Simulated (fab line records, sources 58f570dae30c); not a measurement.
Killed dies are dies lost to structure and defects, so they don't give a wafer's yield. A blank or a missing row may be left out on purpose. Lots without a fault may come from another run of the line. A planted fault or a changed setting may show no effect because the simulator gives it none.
One fault seen from 2 desks | flow berkeley_cmos170 | each desk has only its own numbers; what lay behind them comes last

THE TOOL OWNER'S DESK: rie_metal-03
The tool's own readings at UCB170_M1_METAL_ETCH_12 (etches Al in Cl2/BCl3, stops on PSG, target depth 780 nm, time 130 s): means of the sampled wafers that have a number, for each lot that ran on this tool. A lot is out of limits, marked OUT, if its mean lies more than 4 standard deviations from the usual mean; the brackets give that distance.
Columns: A = drypump_motor_current_A at UCB170_M1_METAL_ETCH_12, usual 5.7 A; B = oes_product_au at UCB170_M1_METAL_ETCH_12, usual 0.855 a.u.; C = throttle_valve_pct at UCB170_M1_METAL_ETCH_12, usual 24.41 %
lot  | first seen here | A   | B     | C
L236 | day 7 12:55     | 5.9 | 0.856 | 24.20
L240 | day 9 06:59     | 5.9 | 0.855 | 24.20
L242 | day 9 08:41     | 5.9 | 0.851 | 24.20
L245 | day 10 04:26    | 5.7 | 0.848 | 24.20
This desk's finding: nothing out of limits on any of the 4 lots.

THE METROLOGY DESK
What the gauges read, lot by lot, whatever tool the lot ran on: means of the sampled wafers that have a number. A lot is out of limits, marked OUT, if its mean lies more than 4 standard deviations from the usual mean; the brackets give that distance.
Columns: A = M1_AL_RS at UCB170_M1_RS_MEAS_01, usual 0.0486 ohm/sq; B = M1_AL_THK at UCB170_M1_THK_MEAS_02, usual 595 nm; C = cd_nm at UCB170_M1_CD_MEAS_09, usual 699.6 nm; D = M1_OVL at UCB170_M1_OVL_MEAS_10, usual 1 nm
lot  | first seen here | A      | B   | C     | D
L235 | day 7 11:21     | 0.0485 | 599 | 697.6 | 8
L236 | day 7 11:28     | 0.0483 | 597 | 698.3 | -2
L240 | day 9 05:46     | 0.0481 | 601 | 699.6 | 7
L242 | day 9 07:20     | 0.0490 | 590 | 699.1 | 6
L245 | day 10 03:10    | 0.0489 | 590 | 700.3 | 4
L247 | day 10 10:57    | 0.0484 | 600 | 702.3 | 2
L252 | day 11 13:44    | 0.0478 | 612 | 698.3 | -1
This desk's finding: nothing out of limits on any of the 7 lots.

PUT TOGETHER
The tool owner's desk saw nothing out of limits.
The metrology desk saw nothing out of limits.

WHAT THE SIMULATOR HAD PUT IN
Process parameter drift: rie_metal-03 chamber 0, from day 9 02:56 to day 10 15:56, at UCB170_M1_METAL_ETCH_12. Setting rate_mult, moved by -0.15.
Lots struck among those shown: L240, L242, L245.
